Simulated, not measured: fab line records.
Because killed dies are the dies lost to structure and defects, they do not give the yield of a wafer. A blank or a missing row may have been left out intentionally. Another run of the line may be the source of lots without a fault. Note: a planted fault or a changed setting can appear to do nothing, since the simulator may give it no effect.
Lot-split experiment -- flow berkeley cmos170 -- 5 lots, 23 wafers read, on a route of 331 steps

== SPLIT DETAILS ==
At UCB170_V2_PEB_10, the setting peb temp c was moved away from the recipe's 130 C on 10 of the 23 wafers read, by -2.3% to +1.0%. This setting was run at the recipe's value on the other wafers.

== FROM THE SPLIT TO THE READING: what the file shows between them, 4 steps ==
- UCB170_V2_DEVELOP_11: develop time 45 s
- UCB170_V2_CD_MEAS_12: target cd 700 nm
- UCB170_V2_ETCH_14: etches SiO2 in CHF3/CF4/Ar, stops on Al, target depth 1250 nm, time 291 s (also split here: rf w)
- UCB170_V2_STRIP_15: strips in O2

== THE READING ==
cd nm, in nm, at UCB170_V2_CD_MEAS_90 (target cd 700 nm). Fault-free wafers of this fab line usually give 700.5 nm, standard deviation 1.8 nm.

wafer,"tool, chamber at the split","peb temp c as run, C",against the recipe,"cd nm, nm",against lot-mates on the recipe
L074.1,"litho track-01, 0",127.9,-1.6%,687.2,-13.1
L074.2,"litho track-01, 0",130,recipe,700.0,-
L074.4,"litho track-01, 0",130,recipe,700.7,-
L074.5,"litho track-01, 0",127.9,-1.6%,685.3,-15.1
L074.6,"litho track-01, 0",127.9,-1.6%,684.9,-15.5
L075.1,"litho track-01, 0",130,recipe,703.8,-
L075.3,"litho track-01, 0",131.3,+1.0%,708.1,+6.8
L075.4,"litho track-01, 0",130,recipe,699.7,-
L075.5,"litho track-01, 0",131.3,+1.0%,709.9,+8.6
L075.6,"litho track-01, 0",130,recipe,700.5,-
L079.1,"litho track-02, 0",127,-2.3%,679.9,-22.7
L079.2,"litho track-02, 0",130,recipe,704.0,-
L079.3,"litho track-02, 0",127,-2.3%,679.8,-22.8
L079.4,"litho track-02, 0",130,recipe,701.2,-
L079.5,"litho track-02, 0",127,-2.3%,678.6,-24.0
L078.1,"litho track-02, 0",130,recipe,700.9,-
L078.4,"litho track-02, 0",130,recipe,699.8,-
L078.5,"litho track-02, 0",130,recipe,699.9,-
L082.1,"litho track-02, 0",130,recipe,699.4,-
L082.2,"litho track-02, 0",131,+0.8%,706.3,+5.0
L082.4,"litho track-02, 0",131,+0.8%,712.2,+10.9
L082.5,"litho track-02, 0",130,recipe,698.4,-
L082.6,"litho track-02, 0",130,recipe,706.0,-

THE FIT
A straight line over all 23 wafers: cd nm changes by +9.33 nm for each +1% of peb temp c; r = +0.98; the points scatter about the line by 2 nm.
The same after taking each lot's own level away (the mean of its wafers on the recipe; 23 wafers): +9.53 nm for each +1%; r = +0.98; scatter 2 nm.
On that fit, the largest move of peb temp c shifts the reading by 22 nm.
Across the lots, their own levels run from 700.20 to 702.60 nm, a range of 1.3 times the standard deviation given above.
Consequently the slope shifts little with the lot-to-lot level, the two slopes agreeing.
Check: for one of the wafers moved furthest among these (-2.3%), held out of the fit, the line's prediction against its lot-mates is -22 nm. Against them it came out at -22.7 nm.

== THE OTHER SPLITS THESE WAFERS WENT THROUGH ==
Before the reading, these wafers also passed through other splits. Each is held against what the fit with the lots' levels taken away leaves over:
other split on the same wafers,wafers away from the commonest value,r with cd nm (lot level and that fit taken away)
UCB170_M2_COAT_05 resist thk nm,11,-0.61
UCB170_M2_METAL_ETCH_18 time s,6,-0.23
UCB170_V2_ETCH_14 rf w,10,+0.55

== THE WHOLE CHAIN: every reading that the file lists as answering this split, in the file's order ==
step,what it does,reading,change (the file's fit),r (the file's)
UCB170_V2_CD_MEAS_12,target cd 700 nm,cd nm,+9.23 nm for each +1% of the setting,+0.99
UCB170_V2_ETCH_14,"etches SiO2 in CHF3/CF4/Ar, stops on Al, target depth 1250 nm, time 291 s","V2.cd nm (the simulator's own value, which no gauge read)",+9.51 nm for each +1% of the setting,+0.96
UCB170_V2_CD_MEAS_90,target cd 700 nm,cd nm,+9.52 nm for each +1% of the setting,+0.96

== FILE'S OWN FIT ==
cd nm changes by +9.52 nm for each +1% of peb temp c, r = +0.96.
